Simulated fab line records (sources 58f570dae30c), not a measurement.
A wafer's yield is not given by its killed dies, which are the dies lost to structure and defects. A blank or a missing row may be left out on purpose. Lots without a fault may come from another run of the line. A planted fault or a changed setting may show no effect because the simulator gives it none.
Matching of chambers / flow berkeley_cmos170 / 4 sister chambers for UCB170_GATE_ETCH_15 on rie_si-01
The step etches poly-Si in HBr/Cl2, stops on SiO2, time 56.3 s, target depth 278.2 nm. 14 wafers are shown with their chamber, then 7 later ones without.

WAFERS, EACH WITH ITS CHAMBER
wafer=L301.1; chamber=1; throttle_valve_pct (%)=26.30; HBr_flow_sccm (sccm)=149.2; oes_product_au (a.u.)=0.851
wafer=L301.3; chamber=3; throttle_valve_pct (%)=27.01; HBr_flow_sccm (sccm)=150.7; oes_product_au (a.u.)=0.818
wafer=L301.5; chamber=1; throttle_valve_pct (%)=26.29; HBr_flow_sccm (sccm)=150.2; oes_product_au (a.u.)=0.846
wafer=L303.1; chamber=0; throttle_valve_pct (%)=26.65; HBr_flow_sccm (sccm)=149.9; oes_product_au (a.u.)=0.822
wafer=L303.2; chamber=1; throttle_valve_pct (%)=26.27; HBr_flow_sccm (sccm)=149.8; oes_product_au (a.u.)=0.837
wafer=L303.4; chamber=2; throttle_valve_pct (%)=26.74; HBr_flow_sccm (sccm)=150.4; oes_product_au (a.u.)=0.841
wafer=L304.1; chamber=2; throttle_valve_pct (%)=26.76; HBr_flow_sccm (sccm)=149.9; oes_product_au (a.u.)=0.843
wafer=L304.2; chamber=1; throttle_valve_pct (%)=26.29; HBr_flow_sccm (sccm)=149.9; oes_product_au (a.u.)=0.841
wafer=L304.4; chamber=3; throttle_valve_pct (%)=27.01; HBr_flow_sccm (sccm)=150.5; oes_product_au (a.u.)=0.828
wafer=L317.4; chamber=1; throttle_valve_pct (%)=26.30; HBr_flow_sccm (sccm)=149.4; oes_product_au (a.u.)=0.836
wafer=L317.5; chamber=1; throttle_valve_pct (%)=26.30; HBr_flow_sccm (sccm)=150.0; oes_product_au (a.u.)=0.839
wafer=L317.6; chamber=0; throttle_valve_pct (%)=26.64; HBr_flow_sccm (sccm)=149.2; oes_product_au (a.u.)=0.842
wafer=L318.1; chamber=2; throttle_valve_pct (%)=26.75; HBr_flow_sccm (sccm)=150.5; oes_product_au (a.u.)=0.815
wafer=L318.5; chamber=0; throttle_valve_pct (%)=26.64; HBr_flow_sccm (sccm)=149.5; oes_product_au (a.u.)=0.827

SIGNATURES, as means of the wafers listed above
reading=throttle_valve_pct; chamber 0=26.6433; chamber 1=26.2917; chamber 2=26.7500; chamber 3=27.0100; scatter within a chamber=0.00975
reading=HBr_flow_sccm; chamber 0=149.533; chamber 1=149.750; chamber 2=150.267; chamber 3=150.600; scatter within a chamber=0.345
reading=oes_product_au; chamber 0=0.83033; chamber 1=0.84167; chamber 2=0.83300; chamber 3=0.82300; scatter within a chamber=0.0096
Rule: for each reading, subtract the chamber's mean from the wafer's reading, divide by that reading's scatter and square the result; add these up over the readings and take the root, which gives the wafer's distance from the chamber. If the next closest chamber is less than 2 further off than the closest, the wafer can't be placed; otherwise it belongs to the closest. The scatter: take each reading less its chamber's mean, square it, sum over the shown wafers, divide by the number of wafers less the number of chambers, and take the root.

WAFERS WITHOUT THEIR CHAMBER
wafer=L318.6; throttle_valve_pct (%)=26.99; HBr_flow_sccm (sccm)=150.2; oes_product_au (a.u.)=0.822
wafer=L321.1; throttle_valve_pct (%)=26.77; HBr_flow_sccm (sccm)=150.1; oes_product_au (a.u.)=0.809
wafer=L321.3; throttle_valve_pct (%)=26.99; HBr_flow_sccm (sccm)=149.9; oes_product_au (a.u.)=0.817
wafer=L321.4; throttle_valve_pct (%)=26.64; HBr_flow_sccm (sccm)=149.7; oes_product_au (a.u.)=0.840
wafer=L324.2; throttle_valve_pct (%)=27.02; HBr_flow_sccm (sccm)=150.5; oes_product_au (a.u.)=0.829
wafer=L324.4; throttle_valve_pct (%)=26.76; HBr_flow_sccm (sccm)=150.1; oes_product_au (a.u.)=0.808
wafer=L324.6; throttle_valve_pct (%)=26.33; HBr_flow_sccm (sccm)=149.9; oes_product_au (a.u.)=0.839

THE CHAMBER EACH PASSED THROUGH
wafer=L318.6; from the rows above=3; in truth=3
wafer=L321.1; from the rows above=2; in truth=2
wafer=L321.3; from the rows above=3; in truth=3
wafer=L321.4; from the rows above=0; in truth=0
wafer=L324.2; from the rows above=3; in truth=3
wafer=L324.4; from the rows above=2; in truth=2
wafer=L324.6; from the rows above=1; in truth=1
Correct placement for 7 of the 7. Not placeable from these rows: 0. Placed wrongly: 0.
